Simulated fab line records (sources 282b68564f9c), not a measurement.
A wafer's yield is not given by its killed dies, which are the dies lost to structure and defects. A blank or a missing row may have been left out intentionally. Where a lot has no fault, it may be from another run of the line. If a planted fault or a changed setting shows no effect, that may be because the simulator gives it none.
A lot that was struck, set against a sound lot    flow ritCmos    43 out of 202 route steps
Sound: the wafers L357.1, L357.5, L357.6. Struck: wafer L364.2 (left out: L364.3, L364.5 of the same lot, which were not struck); the cause appears at the end.
Order at every step that has rows: each side's tool, ch and its chambers, its first start. Under that, the readings that differ: sound wafers    struck wafers    difference of the means    sigmas: that difference in standard deviations of wafers without a fault.
alike: a reading whose means differ by less than 2 such deviations, as well as words and numbers matching on both sides. not compared: withheld readings; readings where some wafer has no value; bounds like >300 that might hide an equal value; numbers whose values overlap and for which the record gives no deviation.
Wherever a step has rows on one side only, a row that says differs or no value, or a row with sigmas, the two part there. Numbers that have no deviation but don't overlap get no sigmas and don't part them. Lack of a reading on every wafer of one side parts them only where that side has two or more wafers.

first, 2 steps without rows for these wafers: RIT_PSD_IMPLANT_08; RIT_PSD_STRIP_09 (strips in O2, time 180 s).
RIT_PSD_TW_MEAS_10:
  sound on filmMetro-01 at day 5 05:35; struck on filmMetro-04 at day 6 19:56
reading  sound           struck  difference  sigmas
PSD_TW   3374 3391 3390  3448    +63         +2
then, 3 steps without rows for these wafers: RIT_SDANNEAL_CLEAN_00 (cleans in SC1, time 600 s); RIT_SDANNEAL_CLEAN_01 (cleans in dHF, time 30 s); RIT_SDANNEAL_CLEAN_02 (cleans in SC2, time 600 s).
RIT_SDANNEAL_RTA_03: time 5.222 s.
  sound on rtpAnneal-02 ch 0, day 5 06:01; struck on rtpAnneal-01 ch 0, day 6 20:22
  alike: wafer_temp_C_max
RIT_SDANNEAL_RS_MEAS_04: uses a four-point probe to measure.
  sound on filmMetro-03 at day 5 06:05; struck on filmMetro-04 at day 6 20:26
  alike: PSD_RS
RIT_SDANNEAL_RS_MEAS_05: uses a four-point probe to measure.
  sound on filmMetro-03 at day 5 06:12; struck on filmMetro-04 at day 6 20:34
  alike: NSD_RS
RIT_SDANNEAL_RS_MEAS_06: uses a four-point probe to measure.
  sound on filmMetro-03 at day 5 06:19; struck on filmMetro-04 at day 6 20:41
  alike: PLDD_RS
RIT_SDANNEAL_RS_MEAS_07: uses a four-point probe to measure.
  sound on filmMetro-03 at day 5 06:26; struck on filmMetro-04 at day 6 20:48
  alike: NLDD_RS
then, 1 step without rows for these wafers: RIT_SILICIDE_WET_ETCH_00 (etches SiO2 in BOE, target depth 14 nm, time 15 s).
RIT_SILICIDE_SPUTTER_01: material Ti, target thk 30 nm, time 240 s.
  sound on pvdSputter-01 at day 5 06:34; struck on pvdSputter-01 at day 6 20:55
reading               sound           struck  difference  sigmas
throttleValvePct (%)  30.3 30.3 31.1  27.5    -3.1        -3
RIT_SILICIDE_RS_MEAS_02: uses a four-point probe to measure.
  sound on filmMetro-04 at day 5 06:43; struck on filmMetro-02 at day 6 21:05
  alike: SILICIDE_TI_RS
RIT_SILICIDE_THK_MEAS_03: measures by xrf.
  sound on filmMetro-04 at day 5 06:50; struck on filmMetro-02 at day 6 21:11
  alike: SILICIDE_TI_THK
RIT_SILICIDE_RTA_04: time 10 s, ramp up 5 s, ramp down 5 s.
  sound on rtpAnneal-01 ch 0, day 5 06:54; struck on rtpAnneal-02 ch 0, day 6 21:15
  alike: wafer_temp_C_max
then, 1 step without rows for these wafers: RIT_SILICIDE_WET_ETCH_05 (etches Ti in SPM, time 120 s).
RIT_SILICIDE_RTA_06: time 10 s, ramp up 5 s, ramp down 10 s.
  sound on rtpAnneal-02 ch 0, day 5 07:01; struck on rtpAnneal-01 ch 0, day 6 21:22
  alike: wafer_temp_C_max
then, 1 step without rows for these wafers: RIT_CONTACT_CVD_00 (deposits SiO2 from TEOS, target thk 400 nm, time 63.48 s).
RIT_CONTACT_THK_MEAS_01:
  sound on filmMetro-02 at day 5 07:08; struck on filmMetro-01 at day 6 21:29
  alike: CONTACT_TEOS_THK
then, 6 steps without rows for these wafers: RIT_CONTACT_HMDS_02 (prime time 60 s); RIT_CONTACT_COAT_03 (resist thk 1000 nm); RIT_CONTACT_SOFTBAKE_04 (time 60 s); RIT_CONTACT_EXPOSE_05 (exposes mask M11, target cd 1000 nm); RIT_CONTACT_PEB_06; RIT_CONTACT_DEVELOP_07 (develop time 120 s).
RIT_CONTACT_CD_MEAS_08: the cd target is 1000 nm.
  sound on cdSem-02 at day 5 08:26; struck on cdSem-01 at day 6 22:38
  alike: cdNm
RIT_CONTACT_OVL_MEAS_09:
  sound on overlay-02 at day 5 08:34; struck on overlay-01 at day 6 22:45
  alike: CONTACT_OVL
then, 1 step without rows for these wafers: RIT_CONTACT_HARDBAKE_10 (time 60 s).
RIT_CONTACT_ETCH_11: etches SiO2 in CHF3/CF4/Ar, stops on TiSi2, target depth 480 nm, time 320 s.
  sound on rieDiel-03 ch 2,3, day 5 08:45; struck on rieDiel-03 ch 0, day 6 22:56
reading              sound              struck  difference  sigmas
oesProductAu (a.u.)  0.980 0.978 0.977  1.023   +0.045      +2
  alike: drypumpMotorCurrentA, throttleValvePct
  not compared: rfHoursCounterH
then, 1 step without rows for these wafers: RIT_CONTACT_STRIP_12 (strips in O2, time 180 s).
RIT_CONTACT_CD_MEAS_90: the cd target is 1000 nm.
  sound on cdSem-02 at day 5 09:07; struck on cdSem-01 at day 6 23:19
  alike: cdNm
then, 2 steps without rows for these wafers: RIT_CONTACT_CLEAN_13 (cleans in SC1, time 600 s); RIT_CONTACT_CLEAN_14 (cleans in SC2, time 600 s).
RIT_M1_SPUTTER_00: material Al, target thk 400 nm, time 500 s.
  sound on pvdSputter-04 at day 5 09:35; struck on pvdSputter-02 at day 6 23:47
  alike: throttleValvePct
RIT_M1_RS_MEAS_01: uses a four-point probe to measure.
  sound on filmMetro-01 at day 5 10:10; struck on filmMetro-01 at day 7 00:06
  alike: M1_AL_RS
RIT_M1_THK_MEAS_02: measures by xrf.
  sound on filmMetro-01 at day 5 10:17; struck on filmMetro-01 at day 7 00:13
  alike: M1_AL_THK
then, 5 steps without rows for these wafers: RIT_M1_HMDS_03 (prime time 60 s); RIT_M1_COAT_04 (resist thk 1325 nm); RIT_M1_SOFTBAKE_05 (time 60 s); RIT_M1_EXPOSE_06 (exposes mask M12, target cd 2600 nm); RIT_M1_PEB_07.
RIT_M1_PROBE_99:
  sound on prober-02 at day 5 13:53; struck on prober-01 at day 7 04:01
reading           sound  struck  difference  sigmas
killedAtFrontEnd  8 3 5  31      +26         +9
killedDies        8 3 6  31      +25         +9
killedOpen        6 3 3  0       -4          -2
  alike: killedAtContacts, killedShort

== WHERE THEY PART ==
At RIT_PSD_TW_MEAS_10 first; at RIT_M1_PROBE_99 last (within this record only).

WHY: what had been put in by the simulator
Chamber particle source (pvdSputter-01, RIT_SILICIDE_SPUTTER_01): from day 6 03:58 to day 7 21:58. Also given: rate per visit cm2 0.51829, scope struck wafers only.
